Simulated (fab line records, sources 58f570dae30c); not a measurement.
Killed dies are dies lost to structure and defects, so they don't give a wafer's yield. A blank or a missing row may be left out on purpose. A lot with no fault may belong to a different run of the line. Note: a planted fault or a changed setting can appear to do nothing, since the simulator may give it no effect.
Comparing a struck lot with a sound one :: flow berkeleyCmos170 :: 16 out of 331 route steps
Sound: the wafers L353.2, L353.3, L353.5. The struck wafers were L357.2, L357.3, L357.6. The cause is given at the end.
Order at every step that has rows: each side's tool, ch and its chambers, its first start. Under that, the readings that differ: sound wafers :: struck wafers :: difference of the means :: sigmas: that difference in standard deviations of wafers without a fault.
alike: same words and numbers on both sides, and readings whose means sit less than 2 such deviations apart. not compared: any withheld reading, any reading some wafer has no value for, any bound like >300 that may hide the same value, and any number with overlapping values for which the record gives no deviation.
Wherever a step has rows on one side only, a row that says differs or no value, or a row with sigmas, the two part there. Numbers that have no deviation but don't overlap get no sigmas and don't part them. A reading missing from all wafers of one side parts the sides only when that side holds two or more wafers.

first, 3 steps without rows for these wafers: UCB170_BACKSIDE_HMDS_00 (prime time 60 s); UCB170_BACKSIDE_COAT_01 (resist thk 900 nm); UCB170_BACKSIDE_SOFTBAKE_02 (time 60 s).
UCB170_BACKSIDE_STRIP_03: strips in O2.
  sound on plasmaAsher-03 ch 1, day 8 19:24; struck on plasmaAsher-01 ch 0,1, day 9 21:47
reading: drypumpMotorCurrentA (A)
sound: 6.4 6.4 6.4
struck: 5.7 5.7 5.0
difference: -0.9
sigmas: -2

reading: stripTimeToEndpointS (s)
sound: 21.90 21.99 21.93
struck: 22.11 22.13 22.08
difference: +0.17
sigmas: +3
  alike: chamberPressureMTorr, o2FlowSccm, oesProductAu
  not compared: rfHoursCounterH
then, 1 step without rows for these wafers: UCB170_BACKSIDE_CLEAN_04 (cleans in SPM, time 600 s).
UCB170_SDANNEAL_RTA_00: time 10 s.
  sound on rtpAnneal-02 ch 0, day 8 19:53; struck on rtpAnneal-01 ch 0, day 9 22:08
reading: lampPowerPct (%)
sound: 27.5 27.5 27.5
struck: 25.5 25.5 25.5
difference: -2.0
sigmas: -2
  alike: wafer_temp_C_max
UCB170_SDANNEAL_RTA_01: time 5 s.
  sound on rtpAnneal-02 ch 0, day 8 19:58; struck on rtpAnneal-01 ch 0, day 9 22:12
  alike: lampPowerPct, wafer_temp_C_max
UCB170_SDANNEAL_RS_MEAS_02: measurement is done with a four-point probe.
  sound: filmMetro-02 at day 8 20:02; struck: filmMetro-04 at day 9 22:16
reading: PSD_RS (ohm/sq)
sound: 75.85 75.84 75.69
struck: 74.76 75.19 75.19
difference: -0.75
sigmas: -3
UCB170_SDANNEAL_RS_MEAS_03: measurement is done with a four-point probe.
  sound: filmMetro-02 at day 8 20:09; struck: filmMetro-04 at day 9 22:23
  alike: NSD_RS
UCB170_SDANNEAL_RS_MEAS_04: measurement is done with a four-point probe.
  sound: filmMetro-02 at day 8 20:16; struck: filmMetro-04 at day 9 22:31
  alike: PLDD_RS
UCB170_SDANNEAL_RS_MEAS_05: measurement is done with a four-point probe.
  sound: filmMetro-02 at day 8 20:23; struck: filmMetro-04 at day 9 22:38
  alike: NLDD_RS
then, 1 step without rows for these wafers: UCB170_SILICIDE_PRE_CLEAN_00 (preclean etch time 60 s).
UCB170_SILICIDE_SPUTTER_01: material Ti, target thk 30 nm, time 25 s.
  sound: pvdSputter-02 at day 8 20:33; struck: pvdSputter-03 at day 9 22:47
  no value came back on the struck wafers for cathodeDcPowerW (W), chamberPressurePa (Pa), throttleValvePct (%); on the sound wafers cathodeDcPowerW (W) reads 1500.0 1499.9 1499.9
UCB170_SILICIDE_RS_MEAS_02: measurement is done with a four-point probe.
  sound: filmMetro-01 at day 8 20:36; struck: filmMetro-01 at day 9 23:08
reading: SILICIDE_TI_RS (ohm/sq)
sound: 25.9 26.1 26.0
struck: - - -
difference: no value on the struck wafers
sigmas: 
  not compared: hold
UCB170_SILICIDE_THK_MEAS_03: measures by xrf.
  sound: filmMetro-01 at day 8 20:43; struck: filmMetro-01 at day 10 01:08
reading: SILICIDE_TI_THK (nm)
sound: 30.5 30.2 30.3
struck: <0.0 <0.0 <0.0
difference: differs
sigmas: 
  not compared: hold
then, 1 step without rows for these wafers: UCB170_M3_PROBE_99.

## WHERE THEY PART
First at UCB170_BACKSIDE_STRIP_03; last, within this record, at UCB170_SILICIDE_THK_MEAS_03.

WHY: the cause the simulator had injected
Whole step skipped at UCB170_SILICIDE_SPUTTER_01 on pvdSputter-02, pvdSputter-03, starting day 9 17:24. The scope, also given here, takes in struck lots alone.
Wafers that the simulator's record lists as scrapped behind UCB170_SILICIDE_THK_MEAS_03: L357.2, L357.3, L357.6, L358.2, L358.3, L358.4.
